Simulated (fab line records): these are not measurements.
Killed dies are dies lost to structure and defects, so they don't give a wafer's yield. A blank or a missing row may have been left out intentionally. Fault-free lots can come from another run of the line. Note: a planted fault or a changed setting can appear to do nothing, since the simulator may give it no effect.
fab line records	flow rit-cmos
record lots=16	wafers=48	last-day=7
route steps=202 shown PRETRO@67
lots that met no fault: taken from a fault-free run of the same line
start-h: the number of hours between the record's first day and the start of the first shown wafer of the lot	wait-h: hours since the lot's step before	" identical to the entry in the row above	L1.1+2: a single row standing in for several wafers	- no value, or no start given	* or withheld: withheld	< > ~ a bound
route shown NAME@n: NAME is a module with steps in the file, n the number in the route of the first one	usual: mean/standard deviation of fault-free wafers	same: alike in all rows	chamber/n: place in a boat	sites: per-site readings	_std_site: their standard deviation	_edge_site: the outer-site mean with the inner-site mean subtracted	radius-mm: how far each site lies from the wafer's centre	mask NAME#n: copy n	behind: the tool/chamber that last shaped the wafer	hold: why the lot went on hold/how many hours it stayed there/how the hold came to an end	device: the n, p or np transistor that did not switch	end of line: the route-end tests of the same wafers	a step without rows: its recipe alone	killed: count of dies lost to structure and defects at first sort (not the wafer's yield)	map: shows each die of a wafer: x if killed, . if not, _ if none is there
set.NAME: the run value of the setting; set.NAME@STEP: its run value at that earlier step	model.NAME: the simulator's own value behind a step, which no gauge read
steps of the route over a sample of lots; a table a step, a row a wafer
services: the hour from which a tool's chamber was out of use, counted from the record's first day as start-h (under 0 if before that day), plus the number of hours and why
## steps
# step RIT_PRETRO_EXPOSE_03
# recipe mask-id=M5	na=0.57	target-cd-nm=43700	dose-mj=250
lot.wafer	tool	chamber	start-h	wait-h	mask
L950.1+4+6	iline-stepper-01	0	35.80	0.1	M5#0
L951.2+3+4	iline-stepper-02	0	41.04	0.2	M5#0
L952.2+3+5	iline-stepper-02	0	41.53	0.1	M5#0
L953.2+4+6	iline-stepper-01	0	49.59	0.2	M5#0
L954.3+4+5	iline-stepper-01	0	53.98	0.1	M5#0
L955.2+4+5	iline-stepper-02	0	55.84	0.2	M5#0
L961.1+3+5	iline-stepper-01	0	90.74	0.1	M5#0
L962.1+2+6	iline-stepper-02	0	92.26	0.2	M5#0
L963.1+3+4	iline-stepper-02	0	98.26	0.1	M5#0
L964.2+4+6	iline-stepper-01	0	103.43	0.2	M5#0
L965.3+5+6	iline-stepper-01	0	108.32	0.1	M5#0
L967.3+5+6	iline-stepper-01	0	119.51	0.1	M5#0
L968.1+2+5	iline-stepper-01	0	125.61	0.1	M5#0
L969.1+3+6	iline-stepper-01	0	134.30	0.1	M5#0
L970.2+3+4	iline-stepper-02	0	138.36	0.2	M5#0
L971.2+5+6	iline-stepper-01	0	140.91	0.2	M5#0
# step RIT_PRETRO_OVL_MEAS_06
# usual PRETRO_OVL=0.5/1.5
lot.wafer	tool	chamber	start-h	wait-h	PRETRO_OVL[nm]
L950.1	overlay-02	-	36.23	-	2.5
L950.4	"	-	"	"	0.7
L950.6	"	-	"	"	1.9
L951.2	overlay-01	-	41.45	-	-1.0
L951.3	"	-	"	"	-0.6
L951.4	"	-	"	"	0.0
L952.2	overlay-01	-	41.95	-	0.6
L952.3	"	-	"	"	-0.9
L952.5	"	-	"	"	0.4
L953.2	overlay-01	-	50.01	-	-1.5
L953.4	"	-	"	"	0.3
L953.6	"	-	"	"	-0.9
L954.3	overlay-01	-	54.38	-	0.6
L954.4	"	-	"	"	0.9
L954.5	"	-	"	"	-0.2
L955.2	overlay-02	-	56.26	-	-0.1
L955.4	"	-	"	"	0.2
L955.5	"	-	"	"	-0.3
L961.1	overlay-01	-	91.28	-	1.0
L961.3	"	-	"	"	1.8
L961.5	"	-	"	"	1.7
L962.1	overlay-01	-	92.69	-	2.4
L962.2	"	-	"	"	4.5
L962.6	"	-	"	"	3.2
L963.1	overlay-01	-	98.69	-	2.0
L963.3	"	-	"	"	1.6
L963.4	"	-	"	"	2.4
L964.2	overlay-01	-	103.84	-	-2.4
L964.4	"	-	"	"	-1.1
L964.6	"	-	"	"	-3.1
L965.3	overlay-02	-	108.73	-	1.0
L965.5	"	-	"	"	-0.8
L965.6	"	-	"	"	1.4
L967.3	overlay-01	-	119.92	-	128.1
L967.5	"	-	"	"	128.8
L967.6	"	-	"	"	129.2
L968.1	overlay-01	-	126.12	-	133.0
L968.2	"	-	"	"	128.7
L968.5	"	-	"	"	133.6
L969.1	overlay-01	-	134.73	-	128.6
L969.3	"	-	"	"	129.1
L969.6	"	-	"	"	129.2
L970.2	overlay-02	-	139.01	-	1.9
L970.3	"	-	"	"	3.7
L970.4	"	-	"	"	1.9
L971.2	overlay-02	-	141.32	-	132.8
L971.5	"	-	"	"	131.5
L971.6	"	-	"	"	129.9
## services
tool	chamber	start-h	hours	kind
iline-stepper-02	-	13.93	2.1	pm
iline-stepper-02	-	16.02	-	consumable-replace:lamp
iline-stepper-02	-	106.63	9.2	repair
iline-stepper-01	0	116.15	-	calibration
## key
first-sign step=RIT_PRETRO_OVL_MEAS_06	reading=PRETRO_OVL	direction=up	sigmas=89	usual=0.5	struck=130.2
effect none on later readings
met-at RIT_PRETRO_EXPOSE_03
struck-lots L967,L968,L969,L971
tester-left-out L967,L968,L969,L971
onset-between 108.32 119.51
fault kind=scanner-matching-overlay	tool=iline-stepper-01	chamber=-	onset-h=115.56	steps=RIT_PRETRO_EXPOSE_03	offset=130
# tester-left-out: of these lots the tester's yield and bins aren't shown, on N5 and GAA mostly nor the transistor test; their killed dies are dies lost to structure and defects alone, not to doping, threshold or leakage, so they don't give the yield
